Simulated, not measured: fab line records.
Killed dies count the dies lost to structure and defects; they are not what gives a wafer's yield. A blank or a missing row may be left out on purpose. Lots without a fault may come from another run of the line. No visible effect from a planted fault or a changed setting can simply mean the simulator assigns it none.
Problem report in the 8D (eight disciplines) form, filled by code | flow berkeley cmos170 | the parts of the form that need people (team, actions taken, sign-off) are left out

== 1. PROBLEM STATEMENT ==
UCB170_GATE_ETCH_15, run length s: mean 61.8 s over 1 wafer from 1 lot; wafers with no fault: 84.6 s, standard deviation 0.4. That is -57 standard deviations from the usual mean.
The step: etches poly-Si in HBr/Cl2, stops on SiO2, time 56.3 s, target depth 278.2 nm.
Seen first at day 8 18:17 on rie si-02, wafer L488.6. The record holds 36 wafers of 12 lots with a number at this step. Rule for "out", or "out of limits": more than 4 standard deviations from the usual mean. The rest of the wafers with a number are treated as sound.

== 2. WHAT IT IS, AND WHAT IT ISN'T ==
question                    | is                           | is not
which readings at this step | run length s, oes product au | drypump motor current A, throttle valve pct
which lots                  | L488                         | L475, L476, L477, L478, L479, L480, L483, L491, L492, L495, L497
which wafers of those lots  | L488.6                       | L488.4, L488.5
read on which tools         | rie si-02                    | rie si-01
when                        | from day 8 18:17             | up to then (23 sound wafers); but 12 sound wafers of L491, L492, L495, L497 came after

== 3. WHAT RULES OUT EACH SUSPECT ==
Counting: any tool at a process step up to the reading remains a suspect provided it ran every lot that is out. Sound lots after the first of them don't rule it out here, since some wafers of a struck lot are sound.
- rie si-02 at UCB170_GATE_ETCH_15 (etches poly-Si in HBr/Cl2, stops on SiO2, time 56.3 s, target depth 278.2 nm): kept. It processed L488, the lot that is out, at day 8 18:17, and its most recent sound lot before then was L483 at day 7 23:40. Its own oes product au, run length s readings are out on those wafers.
- rie si-02, UCB170_GATE_ETCH_15: wafers that are out in chamber 0, sound lot-mates in chambers 1, 3.
The count leaves rie si-02 at UCB170_GATE_ETCH_15.

== 4. THE CAUSE (what the simulator had put in) ==
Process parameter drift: rie si-02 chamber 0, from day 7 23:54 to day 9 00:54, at UCB170_GATE_ETCH_15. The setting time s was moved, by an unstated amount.
This tool alone remained once counting was done.

== 5. THE EFFECT CHAIN, in route order ==
Each row: a reading whose mean over the struck wafers that have a number lies more than 3 standard deviations from the usual. Only readings whose record carries a usual standard deviation are examined. hours: median over the lots of the time between each lot's start at the first step of this table that gives one and its start at this step. sigmas: the change, counted in usual standard deviations.
hours | step                | reading        | usual      | on struck wafers | change | sigmas
0     | UCB170_GATE_ETCH_15 | oes product au | 0.824 a.u. | 0.947            | +0.123 | +8.2
0     | UCB170_GATE_ETCH_15 | run length s   | 84.6 s     | 61.8             | -22.8  | -57
It contains these process steps:
- UCB170_GATE_ETCH_15: etches poly-Si in HBr/Cl2, stops on SiO2, time 56.3 s, target depth 278.2 nm.

== 6. HOW IT WOULD HAVE BEEN CAUGHT EARLIER ==
18 hours passed between the start of the fault at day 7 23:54 and the first reading out of limits in this record, taken at day 8 18:17.
